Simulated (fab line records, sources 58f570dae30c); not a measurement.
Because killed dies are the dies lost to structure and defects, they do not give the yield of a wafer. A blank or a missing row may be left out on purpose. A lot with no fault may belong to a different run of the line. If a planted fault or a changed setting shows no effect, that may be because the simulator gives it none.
Comparing a struck lot with a sound one | flow berkeley-cmos170 | 43 out of 331 route steps
Sound: wafers L978.2, L978.4, L978.5. Wafers L989.1, L989.2, L989.4 were the ones struck. At the end, the cause is stated.
Per side, at each step with rows, come the tool, then ch with its chambers, and then its first start. Under that, the readings that differ: sound wafers | struck wafers | difference of the means | sigmas: that difference in standard deviations of wafers without a fault.
alike: readings whose means differ by less than 2 such deviations, and words and numbers that are the same on both sides. not compared: withheld readings, readings that some wafer has no value for, bounds like >300 that may hide the same value, and numbers for which the record gives no deviation and whose values overlap.
The two part at a step that has a row with sigmas, a row that says differs or no value, or rows on one side only. When numbers do not overlap yet have no deviation, they are printed without sigmas and do not part them. A reading missing from all wafers of one side parts the sides only when that side holds two or more wafers.

UCB170_ACTIVE_OVL_MEAS_14:
  sound on overlay-01 at day 6 08:58; struck on overlay-01 at day 8 08:41
  alike: ACTIVE_OVL
UCB170_ACTIVE_ETCH_15: etches Si3N4 in CH3F/Ar/O2, stops on SiO2, target depth 242 nm, time 151 s.
  sound on rie-diel-02 ch 0,1,3, day 6 08:59; struck on rie-diel-03 ch 0,2,3, day 8 08:44
  alike: drypump-motor-current-A, oes-product-au, throttle-valve-pct
  not compared: rf-hours-counter-h
UCB170_ACTIVE_STRIP_16: strips in O2.
  sound on plasma-asher-04 ch 0,1, day 6 09:05; struck on plasma-asher-02 ch 0,1, day 8 08:50
  alike: drypump-motor-current-A, oes-product-au, strip-time-to-endpoint-s
  not compared: rf-hours-counter-h
UCB170_ACTIVE_CD_MEAS_90 targets a cd of 1200 nm.
  sound on cd-sem-02 at day 6 09:13; struck on cd-sem-01 at day 8 08:56
  alike: cd-nm
then, 7 steps without rows for these wafers: UCB170_ACTIVE_CLEAN_17 (cleans in SPM, time 600 s); UCB170_PFIELD_HMDS_00 (prime time 60 s); UCB170_PFIELD_COAT_01 (resist thk 900 nm); UCB170_PFIELD_SOFTBAKE_02 (time 60 s); UCB170_PFIELD_EXPOSE_03 (exposes mask PFIELD, target cd 1500 nm); UCB170_PFIELD_PEB_04; UCB170_PFIELD_DEVELOP_05 (develop time 45 s).
UCB170_PFIELD_OVL_MEAS_06:
  sound on overlay-01 at day 6 10:41; struck on overlay-01 at day 8 10:11
  alike: PFIELD_OVL
UCB170_PFIELD_IMPLANT_07:
  sound on implanter-04 ch 0, day 6 10:44; struck on implanter-04 ch 0, day 8 10:13
  alike: faraday-current-uA
UCB170_PFIELD_STRIP_08: strips in O2.
  sound on plasma-asher-04 ch 1, day 6 10:52; struck on plasma-asher-04 ch 0,1, day 8 10:22
  alike: drypump-motor-current-A, oes-product-au, strip-time-to-endpoint-s
  not compared: rf-hours-counter-h
UCB170_PFIELD_TW_MEAS_09:
  sound on film-metro-02 at day 6 10:58; struck on film-metro-01 at day 8 10:28
  alike: PFIELD_TW
then, 2 steps without rows for these wafers: UCB170_FIELD_CLEAN_00 (cleans in dHF, time 7.5 s); UCB170_FIELD_OXIDATION_01 (target thk 558.3 nm, ox time 7200 s).
UCB170_FIELD_THK_MEAS_02:
  sound on film-metro-04 at day 6 17:48; struck on film-metro-03 at day 8 22:20
  alike: FIELD_OXIDE_THK
then, 4 steps without rows for these wafers: UCB170_FIELD_ANNEAL_03 (time 1200 s); UCB170_FIELD_WET_ETCH_04 (etches SiO2 in dHF, time 60 s); UCB170_FIELD_WET_ETCH_05 (etches Si3N4 in H3PO4, time 12600 s); UCB170_FIELD_WET_ETCH_06 (etches SiO2 in BOE, time 22 s).
UCB170_FIELD_THK_MEAS_90:
  sound on film-metro-02 at day 7 04:57; struck on film-metro-04 at day 9 09:55
  alike: FIELD_OXIDE_LEFT_1_THK
then, 2 steps without rows for these wafers: UCB170_SACOX_CLEAN_00 (cleans in dHF, time 7.5 s); UCB170_SACOX_OXIDATION_01 (target thk 14.4 nm, ox time 2447 s).
UCB170_SACOX_THK_MEAS_02:
  sound on film-metro-01 at day 7 14:55; struck on film-metro-04 at day 9 16:18
  alike: SACOX_OXIDE_THK
then, 2 steps without rows for these wafers: UCB170_SCREENOX_WET_ETCH_00 (etches SiO2 in dHF, time 200 s); UCB170_SCREENOX_OXIDATION_01 (target thk 14.4 nm, ox time 2400 s).
UCB170_SCREENOX_THK_MEAS_02:
  sound on film-metro-03 at day 8 03:01; struck on film-metro-04 at day 9 23:43
  reading                 | sound          | struck         | difference | sigmas
  SCREENOX_OXIDE_THK (nm) | 14.7 14.7 14.6 | 13.9 14.1 13.9 | -0.7       | -2
then, 7 steps without rows for these wafers: UCB170_SCREENOX_ANNEAL_03 (time 900 s); UCB170_NVT_HMDS_00 (prime time 60 s); UCB170_NVT_COAT_01 (resist thk 900 nm); UCB170_NVT_SOFTBAKE_02 (time 60 s); UCB170_NVT_EXPOSE_03 (exposes mask PWELL, target cd 3000 nm); UCB170_NVT_PEB_04; UCB170_NVT_DEVELOP_05 (develop time 45 s).
UCB170_NVT_OVL_MEAS_06:
  sound on overlay-01 at day 8 13:42; struck on overlay-01 at day 10 07:53
  alike: NVT_OVL
then, 1 step without rows for these wafers: UCB170_NVT_IMPLANT_07.
UCB170_NVT_STRIP_08: strips in O2.
  sound on plasma-asher-03 ch 0,1, day 8 13:53; struck on plasma-asher-03 ch 0,1, day 10 08:04
  alike: drypump-motor-current-A, oes-product-au, strip-time-to-endpoint-s
  not compared: rf-hours-counter-h
UCB170_NVT_TW_MEAS_09:
  sound on film-metro-01 at day 8 13:59; struck on film-metro-03 at day 10 08:10
  reading | sound             | struck            | difference | sigmas
  NVT_TW  | 523.0 520.0 521.0 | 524.8 527.4 527.8 | +5.3       | +2
then, 2 steps without rows for these wafers: UCB170_NVT_CLEAN_10 (cleans in SPM, time 600 s); UCB170_PVT_HMDS_00 (prime time 60 s).
-- the record jumps here: 3 days lie between the struck wafers' starts before and after (it left off in module PVT and takes up again in module M3, whose first step shown is number 331 of the route) --
UCB170_M3_PROBE_99:
  sound on prober-02 at day 11 09:01; struck on prober-01 at day 12 21:29
  reading                                  | sound                  | struck                  | difference | sigmas
  model.etest.field-n.vt-v-range           | 0.3135 0.2112 0.2502   | 1.998 2.067 1.99        | +1.760     |
  model.etest.field-n.vt-v-rim-less-centre | 0.06954 0.1048 0.08677 | -0.3371 -0.2901 -0.2579 | -0.3821    |
  model.etest.diode-nplus-pwell.bv-v (V)   | 12.52 12.29 12.56      | 13.04 12.71 12.93       | +0.44      |
  not compared: model.etest.field-n-metal.vt-v

WHERE THEY PART
Last at UCB170_NVT_TW_MEAS_09 as far as this record goes, first at UCB170_SCREENOX_THK_MEAS_02.

WHY: what the simulator had put in
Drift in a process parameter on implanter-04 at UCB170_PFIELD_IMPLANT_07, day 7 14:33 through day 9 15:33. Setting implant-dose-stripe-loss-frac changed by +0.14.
